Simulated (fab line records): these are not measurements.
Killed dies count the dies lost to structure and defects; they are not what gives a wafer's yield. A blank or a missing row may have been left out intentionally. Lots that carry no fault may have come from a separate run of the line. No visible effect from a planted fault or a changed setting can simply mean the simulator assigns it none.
Struck lot and sound lot, side by side | flow berkeley cmos170 | 15 steps out of a route of 331
Sound: the wafers L758.2, L758.4, L758.5. Struck: wafers L760.1, L760.5, L760.6. Last of all comes the cause.
For every step that has rows: the tool of each side, followed by ch and its chambers, followed by its first start. Under that, the readings that differ: sound wafers | struck wafers | difference of the means | sigmas: that difference in standard deviations of wafers without a fault.
alike: readings with means less than 2 such deviations apart, plus words and numbers identical on both sides. not compared: withheld readings, readings lacking a value on some wafer, bounds such as >300 that could conceal the same value, and numbers that have no deviation in the record and whose values overlap.
The two part at a step that has a row with sigmas, a row that says differs or no value, or rows on one side only. Numbers that don't overlap but have no deviation are shown without sigmas and don't part them. Lack of a reading on every wafer of one side parts them only where that side has two or more wafers.

UCB170_SDANNEAL_RTA_01: time 5 s.
  sound on rtp anneal-02 ch 0, day 8 23:47; struck on rtp anneal-02 ch 0, day 9 10:13
  alike: lamp power pct, wafer_temp_C_max
UCB170_SDANNEAL_RS_MEAS_02: the measuring method here is four-point-probe.
  sound on film metro-04 at day 8 23:51; struck on film metro-04 at day 9 10:17
  alike: PSD_RS
UCB170_SDANNEAL_RS_MEAS_03: the measuring method here is four-point-probe.
  sound on film metro-04 at day 8 23:58; struck on film metro-04 at day 9 10:24
  reading         | sound             | struck            | difference | sigmas
  NSD_RS (ohm/sq) | 37.08 37.04 37.06 | 37.25 37.29 37.29 | +0.22      | +2
UCB170_SDANNEAL_RS_MEAS_04: the measuring method here is four-point-probe.
  sound on film metro-04 at day 9 00:05; struck on film metro-04 at day 9 10:31
  alike: PLDD_RS
UCB170_SDANNEAL_RS_MEAS_05: the measuring method here is four-point-probe.
  sound on film metro-04 at day 9 00:13; struck on film metro-04 at day 9 10:38
  alike: NLDD_RS
then, 1 step without rows for these wafers: UCB170_SILICIDE_PRE_CLEAN_00 (preclean etch time 60 s).
UCB170_SILICIDE_SPUTTER_01: material Ti, target thk 30 nm, time 25 s.
  sound on pvd sputter-01 at day 9 00:22; struck on pvd sputter-04 at day 9 10:49
  alike: throttle valve pct
UCB170_SILICIDE_RS_MEAS_02: the measuring method here is four-point-probe.
  sound on film metro-03 at day 9 00:25; struck on film metro-01 at day 9 10:53
  alike: SILICIDE_TI_RS
UCB170_SILICIDE_THK_MEAS_03: measures by xrf.
  sound on film metro-03 at day 9 00:32; struck on film metro-01 at day 9 11:00
  alike: SILICIDE_TI_THK
UCB170_SILICIDE_RTA_04: time 15 s.
  sound on rtp anneal-01 ch 0, day 9 00:36; struck on rtp anneal-02 ch 0, day 9 11:04
  reading            | sound       | struck         | difference | sigmas
  lamp power pct (%) | 9.5 9.6 9.6 | 10.4 10.4 10.4 | +0.8       | +2
  alike: wafer_temp_C_max
then, 2 steps without rows for these wafers: UCB170_SILICIDE_WET_ETCH_05 (etches Ti in SPM, time 45 s); UCB170_CONTACT_CLEAN_00 (cleans in SPM, time 600 s).
UCB170_CONTACT_CVD_01: deposits PSG from SiH4/O2/PH3, target thk 700 nm, time 2820 s.
  sound on lpcvd-01 ch 1, day 9 00:52; struck on lpcvd-01 ch 1, day 9 13:04
  reading                                 | sound             | struck            | difference | sigmas
  model.PSG_of_CONTACT_CVD_01.thk nm (nm) | 709.4 706.7 711.5 | 310.8 304.1 304.9 | -402.6     |
  alike: sih4 flow sccm, zone power centre pct
UCB170_CONTACT_THK_MEAS_02:
  sound on film metro-03 at day 9 02:39; struck on film metro-01 at day 9 15:05
  reading              | sound       | struck      | difference | sigmas
  CONTACT_PSG_THK (nm) | 710 706 711 | 311 304 305 | -402       | -80
  not compared: hold
UCB170_M3_PROBE_99:
  sound wafers here have rows in the record (prober-01, day 10 00:55); struck ones have none

## WHERE THEY PART
Earliest at UCB170_SDANNEAL_RS_MEAS_03; latest, in this record, at UCB170_M3_PROBE_99.

WHY: the cause the simulator had injected
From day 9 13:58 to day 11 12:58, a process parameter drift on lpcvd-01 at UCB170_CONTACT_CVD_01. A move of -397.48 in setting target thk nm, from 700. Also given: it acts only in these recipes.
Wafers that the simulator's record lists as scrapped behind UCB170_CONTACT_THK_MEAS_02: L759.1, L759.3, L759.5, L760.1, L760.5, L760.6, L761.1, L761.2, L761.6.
